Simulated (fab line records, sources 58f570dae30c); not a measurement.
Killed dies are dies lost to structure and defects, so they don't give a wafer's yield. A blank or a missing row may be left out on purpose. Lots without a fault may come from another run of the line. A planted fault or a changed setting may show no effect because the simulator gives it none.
One fault seen from 2 desks | flow berkeley_cmos170 | each desk has only its own numbers; what lay behind them comes last

THE TOOL OWNER'S DESK: litho_track-02
The tool's own readings at UCB170_CONTACT_COAT_04 (resist thk 900 nm): means of the sampled wafers that have a number, for each lot that ran on this tool. A lot is out of limits, marked OUT, if its mean lies more than 4 standard deviations from the usual mean; the brackets give that distance.
Columns: A = spin_speed_rpm at UCB170_CONTACT_COAT_04, usual 1499.8 rpm
lot  | first seen here | A
L747 | day 6 05:31     | 1499.8
L749 | day 6 19:33     | 1500.0
L753 | day 7 08:44     | 1499.4
L761 | day 9 20:02     | 1360.0 (-99 or more) OUT
L763 | day 10 08:26    | 1360.6 (-99 or more) OUT
This desk's finding: out of limits on L761, L763; first on L761, day 9 20:02 (spin_speed_rpm at UCB170_CONTACT_COAT_04). In limits: L747, L749, L753.

THE METROLOGY DESK
What the gauges read, lot by lot, whatever tool the lot ran on: means of the sampled wafers that have a number. A lot is out of limits, marked OUT, if its mean lies more than 4 standard deviations from the usual mean; the brackets give that distance.
Columns: A = NSD_RS at UCB170_SDANNEAL_RS_MEAS_03, usual 37.21 ohm/sq
lot  | first seen here | A
L747 | day 6 01:11     | 37.10
L749 | day 6 14:37     | 37.32
L748 | day 6 15:10     | 37.12
L750 | day 7 05:14     | 37.14
L752 | day 7 05:25     | 37.35
L753 | day 7 05:40     | 37.16
L751 | day 7 05:55     | 37.22
L761 | day 9 17:05     | 37.23
L763 | day 10 05:10    | 37.25
L764 | day 10 05:11    | 37.19
L767 | day 10 22:26    | 37.22
L769 | day 11 08:16    | 37.20
This desk's finding: nothing out of limits on any of the 12 lots.

PUT TOGETHER
The tool owner's desk could have raised an alarm at day 9 20:02, on L761, L763.
The metrology desk saw nothing out of limits.
The metrology desk has L761, L763 on record, within its limits.
Of the lots named, all ran UCB170_CONTACT_COAT_04 on litho_track-02.

WHAT THE SIMULATOR HAD PUT IN
Process parameter drift: litho_track-02, from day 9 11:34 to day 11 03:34, at UCB170_CONTACT_COAT_04. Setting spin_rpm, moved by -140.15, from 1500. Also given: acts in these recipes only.
Lots struck among those shown: L761, L763.
Hours from the fault's start to each desk's first reading out of limits: the tool owner's desk, 8.
